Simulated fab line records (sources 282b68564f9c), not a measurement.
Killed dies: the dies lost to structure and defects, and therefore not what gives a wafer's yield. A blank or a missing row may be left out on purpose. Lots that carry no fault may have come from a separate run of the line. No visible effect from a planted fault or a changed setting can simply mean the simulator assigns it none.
Which of the tools did it? :: flow rit cmos :: Sampling: 15 lots, 45 wafers, 3 of 202 route steps

## WHAT THE GAUGES SHOWED, per wafer
RIT_SPACER_THK_MEAS_04.
lot: L122
measured: day 3 06:51
on: film metro-04
SPACER_NITRIDE_THK (nm): 249.6 247.8 247.1

lot: L124
measured: day 3 13:08
on: film metro-03
SPACER_NITRIDE_THK (nm): 248.7 246.1 247.6

lot: L125
measured: day 3 18:32
on: film metro-01
SPACER_NITRIDE_THK (nm): 249.6 251.1 252.2

lot: L126
measured: day 3 23:55
on: film metro-04
SPACER_NITRIDE_THK (nm): 249.3 249.3 249.1

lot: L127
measured: day 4 06:31
on: film metro-01
SPACER_NITRIDE_THK (nm): 250.7 248.4 250.9

lot: L128
measured: day 4 15:34
on: film metro-03
SPACER_NITRIDE_THK (nm): 247.4 244.8 247.8

lot: L130
measured: day 4 23:27
on: film metro-01
SPACER_NITRIDE_THK (nm): 248.3 246.7 246.5

lot: L132
measured: day 5 07:59
on: film metro-01
SPACER_NITRIDE_THK (nm): 248.3 247.6 248.8

lot: L134
measured: day 5 15:25
on: film metro-04
SPACER_NITRIDE_THK (nm): 247.8 247.1 248.7

lot: L135
measured: day 5 19:22
on: film metro-03
SPACER_NITRIDE_THK (nm): 246.5 248.2 248.2

lot: L136
measured: day 6 01:31
on: film metro-01
SPACER_NITRIDE_THK (nm): 251.2 252.8 251.4

lot: L139
measured: day 6 15:13
on: film metro-03
SPACER_NITRIDE_THK (nm): 248.7 249.8 250.7

lot: L140
measured: day 6 19:56
on: film metro-01
SPACER_NITRIDE_THK (nm): 251.9 250.1 250.3

lot: L142
measured: day 7 07:38
on: film metro-04
SPACER_NITRIDE_THK (nm): 247.0 248.5 251.1

lot: L144
measured: day 7 16:13
on: film metro-04
SPACER_NITRIDE_THK (nm): 248.2 250.2 250.1

RIT_NSD_OVL_MEAS_06.
lot: L122
measured: day 3 08:02
on: overlay-01
NSD_OVL (nm): 2.3 1.9 0.4

lot: L124
measured: day 3 14:11
on: overlay-01
NSD_OVL (nm): 1.5 1.5 2.8

lot: L125
measured: day 3 19:36
on: overlay-01
NSD_OVL (nm): 0.2 0.8 0.9

lot: L126
measured: day 4 00:58
on: overlay-01
NSD_OVL (nm): 1.4 -0.1 -0.2

lot: L127
measured: day 4 07:41
on: overlay-02
NSD_OVL (nm): 0.5 2.2 -1.5

lot: L128
measured: day 4 16:38
on: overlay-02
NSD_OVL (nm): -1.0 -1.1 0.2

lot: L130
measured: day 5 00:38
on: overlay-01
NSD_OVL (nm): 1.8 1.5 2.2

lot: L132
measured: day 5 09:02
on: overlay-02
NSD_OVL (nm): 0.5 1.1 -0.1

lot: L134
measured: day 5 16:46
on: overlay-02
NSD_OVL (nm): 1.3 0.6 1.4

lot: L135
measured: day 5 20:32
on: overlay-02
NSD_OVL (nm): -0.2 2.2 2.1

lot: L136
measured: day 6 02:42
on: overlay-01
NSD_OVL (nm): 0.8 -1.7 -3.0

lot: L139
measured: day 6 16:52
on: overlay-02
NSD_OVL (nm): 3.5 1.4 -0.6

lot: L140
measured: day 6 21:07
on: overlay-01
NSD_OVL (nm): 0.0 0.4 0.8

lot: L142
measured: day 7 08:53
on: overlay-02
NSD_OVL (nm): 0.4 0.0 0.8

lot: L144
measured: day 7 17:27
on: overlay-02
NSD_OVL (nm): 1.9 -0.3 0.1

## EACH LOT AND THE TOOL THAT RAN IT (in order: tool; ch and the chambers of the sampled wafers; start)
lot: L122
RIT_NLDD_SOFTBAKE_02: litho track-04 ch 0, day 3 00:41

lot: L124
RIT_NLDD_SOFTBAKE_02: litho track-04 ch 0, day 3 08:17

lot: L125
RIT_NLDD_SOFTBAKE_02: litho track-03 ch 0, day 3 13:32

lot: L126
RIT_NLDD_SOFTBAKE_02: litho track-01 ch 0, day 3 19:04

lot: L127
RIT_NLDD_SOFTBAKE_02: litho track-04 ch 0, day 4 00:28

lot: L128
RIT_NLDD_SOFTBAKE_02: litho track-03 ch 0, day 4 09:41

lot: L130
RIT_NLDD_SOFTBAKE_02: litho track-01 ch 0, day 4 18:11

lot: L132
RIT_NLDD_SOFTBAKE_02: litho track-04 ch 0, day 5 02:38

lot: L134
RIT_NLDD_SOFTBAKE_02: litho track-04 ch 0, day 5 10:26

lot: L135
RIT_NLDD_SOFTBAKE_02: litho track-03 ch 0, day 5 14:24

lot: L136
RIT_NLDD_SOFTBAKE_02: litho track-04 ch 0, day 5 20:23

lot: L139
RIT_NLDD_SOFTBAKE_02: litho track-01 ch 0, day 6 10:07

lot: L140
RIT_NLDD_SOFTBAKE_02: litho track-03 ch 0, day 6 15:06

lot: L142
RIT_NLDD_SOFTBAKE_02: litho track-04 ch 0, day 7 02:34

lot: L144
RIT_NLDD_SOFTBAKE_02: litho track-03 ch 0, day 7 11:16
- RIT_NLDD_SOFTBAKE_02: time 62.36 s.

## AS READ BY THE TOOLS THEMSELVES (means over the sampled wafers that have a number; for cases with no such wafer, the mark the record gives instead)
RIT_NLDD_SOFTBAKE_02.
lot: L122
tool: litho track-04
plate sensor t centre C (C): 90.965
plate sensor t edge C (C): 91.016

lot: L124
tool: litho track-04
plate sensor t centre C (C): 90.957
plate sensor t edge C (C): 91.027

lot: L125
tool: litho track-03
plate sensor t centre C (C): 90.981
plate sensor t edge C (C): 91.024

lot: L126
tool: litho track-01
plate sensor t centre C (C): 90.970
plate sensor t edge C (C): 91.014

lot: L127
tool: litho track-04
plate sensor t centre C (C): 90.974
plate sensor t edge C (C): 91.023

lot: L128
tool: litho track-03
plate sensor t centre C (C): 90.966
plate sensor t edge C (C): 91.022

lot: L130
tool: litho track-01
plate sensor t centre C (C): 90.970
plate sensor t edge C (C): 91.022

lot: L132
tool: litho track-04
plate sensor t centre C (C): 90.968
plate sensor t edge C (C): 91.029

lot: L134
tool: litho track-04
plate sensor t centre C (C): 90.978
plate sensor t edge C (C): 91.027

lot: L135
tool: litho track-03
plate sensor t centre C (C): 90.967
plate sensor t edge C (C): 91.017

lot: L136
tool: litho track-04
plate sensor t centre C (C): 90.958
plate sensor t edge C (C): 91.031

lot: L139
tool: litho track-01
plate sensor t centre C (C): 90.969
plate sensor t edge C (C): 91.023

lot: L140
tool: litho track-03
plate sensor t centre C (C): 90.966
plate sensor t edge C (C): 91.012

lot: L142
tool: litho track-04
plate sensor t centre C (C): 90.960
plate sensor t edge C (C): 91.019

lot: L144
tool: litho track-03
plate sensor t centre C (C): 90.973
plate sensor t edge C (C): 91.025

## THE ANSWER, worked out from the rows above alone
Rule: the lots themselves supply what counts as usual. Put in order of their means at a reading, lots are off if they are a third of the lots or fewer, leave a main group of 4 or more, and stand apart from it by a gap of 3 or more times the standard deviation of the main group's means; of several such gaps the widest counts. The tables above print the reading to a certain number of digits; a main group whose means all agree to those digits is not used. A lot without any number at a reading at which 4 lots or more have one is off too. Any other lot the step has rows for is counted as sound. Order of review: gauges by route order, followed by the tools' own readings, for which a lot's mean as printed above is used. The first step at which some lot is off is used, and at that step the reading that is off furthest; a lot without a number counts as furthest.
No lot is off at any reading shown: from this, nothing can be told.

## WHAT WAS PUT IN BY THE SIMULATOR
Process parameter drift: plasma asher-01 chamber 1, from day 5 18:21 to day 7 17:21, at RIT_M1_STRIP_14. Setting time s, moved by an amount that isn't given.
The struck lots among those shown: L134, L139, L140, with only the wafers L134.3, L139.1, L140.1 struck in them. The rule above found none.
